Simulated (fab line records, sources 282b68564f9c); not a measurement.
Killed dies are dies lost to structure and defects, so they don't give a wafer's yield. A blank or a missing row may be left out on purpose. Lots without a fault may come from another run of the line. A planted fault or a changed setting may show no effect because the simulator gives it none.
A struck lot beside a sound one | flow rit_cmos | 18 steps out of a route of 202
Sound: wafers L411.1, L411.3, L411.4. Struck: wafers L412.2, L412.5, L412.6. The cause comes at the end.
At each step with rows: each side's tool, then ch and its chambers, then its first start. Under that, the readings that differ: sound wafers | struck wafers | difference of the means | sigmas: that difference in standard deviations of wafers without a fault.
alike: readings whose means differ by less than 2 such deviations, and words and numbers that are the same on both sides. not compared: withheld readings, readings that some wafer has no value for, bounds like >300 that may hide the same value, and numbers for which the record gives no deviation and whose values overlap.
The two part at a step that has a row with sigmas, a row that says differs or no value, or rows on one side only. Numbers that don't overlap but have no deviation are shown without sigmas and don't part them. A reading that every wafer of one side lacks parts them only if that side has two wafers or more.

first, 1 step without rows for these wafers: RIT_PWELL_DEVELOP_05 (develop time 68 s).
RIT_PWELL_OVL_MEAS_06:
  sound on overlay-02, day 5 16:30; struck on overlay-02, day 5 18:32
  alike: PWELL_OVL
then, 2 steps without rows for these wafers: RIT_PWELL_HARDBAKE_07 (time 120 s); RIT_PWELL_IMPLANT_08.
RIT_PWELL_STRIP_09: strips in O2, time 180 s.
  sound on plasma_asher-04 ch 0,1, day 5 16:56; struck on plasma_asher-04 ch 0,1, day 5 18:58
  alike: chamber_pressure_mTorr, drypump_motor_current_A
  not compared: rf_hours_counter_h
RIT_PWELL_TW_MEAS_10:
  sound on film_metro-01, day 5 17:07; struck on film_metro-01, day 5 19:09
  alike: PWELL_TW
then, 1 step without rows for these wafers: RIT_WELLDRIVE_ANNEAL_00 (time 14700 s).
RIT_WELLDRIVE_RS_MEAS_01: measures by four-point-probe.
  sound on film_metro-01, day 5 22:15; struck on film_metro-01, day 6 02:42
  alike: NWELL_RS
RIT_WELLDRIVE_RS_MEAS_02: measures by four-point-probe.
  sound on film_metro-01, day 5 22:22; struck on film_metro-01, day 6 02:49
  alike: PWELL_RS
then, 3 steps without rows for these wafers: RIT_NRETRO_HMDS_00 (prime time 60 s); RIT_NRETRO_COAT_01 (resist thk 1300 nm); RIT_NRETRO_SOFTBAKE_02 (time 60 s).
RIT_NRETRO_EXPOSE_03: exposes mask M4, target cd 43900 nm.
  sound on iline_stepper-01 ch 0, day 5 22:56; struck on iline_stepper-02 ch 0, day 6 03:31
  reading                        | sound                | struck         | difference | sigmas
  model.NRETRO.overlay_x_nm (nm) | 0.2277 0.2277 0.2277 | 3324 3324 3324 | +3324      |
  alike: mask
then, 2 steps without rows for these wafers: RIT_NRETRO_PEB_04; RIT_NRETRO_DEVELOP_05 (develop time 68 s).
RIT_NRETRO_OVL_MEAS_06:
  sound on overlay-01, day 5 23:22; struck on overlay-01, day 6 03:56
  reading         | sound        | struck               | difference | sigmas
  NRETRO_OVL (nm) | 0.5 0.0 -1.0 | 3323.2 3322.2 3321.1 | +3322.3    | +99 or more
then, 1 step without rows for these wafers: RIT_NRETRO_HARDBAKE_07 (time 120 s).
RIT_M1_PROBE_99:
  sound on prober-01, day 7 04:20; struck on prober-02, day 7 08:22
  reading                             | sound             | struck            | difference | sigmas
  killed_at_front_end                 | 6 7 8             | 264 264 264       | +257       | +95
  killed_dies                         | 6 7 8             | 264 264 264       | +257       | +95
  killed_on_rim                       | 1 2 2             | 70 70 70          | +68        | +57
  model.etest.pmos_0p3.r_on_ohm_um    | 6288 6140 6266    | 4953 5070 5015    | -1219      |
  model.etest.pmos_turned.r_on_ohm_um | 3428 3308 3485    | 2637 2678 2700    | -735       |
  model.etest.pmos_0p15.r_on_ohm_um   | 2735 2682 2771    | 2219 2257 2244    | -489       |
  model.etest.nmos_0p3.r_on_ohm_um    | 2169 2130 2154    | 1872 1892 1872    | -272       |
  model.etest.nmos_turned.drive_ua_um | 318.3 328.1 310.7 | 458.8 449.2 450   | +133.6     |
  model.etest.nmos_0p15.drive_ua_um   | 473.6 478.3 464.7 | 587.9 578.6 585.7 | +111.9     |
  model.etest.nmos_0p15.r_on_ohm_um   | 1118 1103 1139    | 1014 1001 1024    | -107       |
  model.etest.pmos_0p15.drive_ua_um   | 260.6 265.5 255.1 | 364.1 354.5 361.4 | +99.6      |
  alike: killed_at_contacts, killed_open, killed_short

WHERE THEY PART
First at RIT_NRETRO_OVL_MEAS_06; last, within this record, at RIT_M1_PROBE_99.

WHY: what the simulator had put in
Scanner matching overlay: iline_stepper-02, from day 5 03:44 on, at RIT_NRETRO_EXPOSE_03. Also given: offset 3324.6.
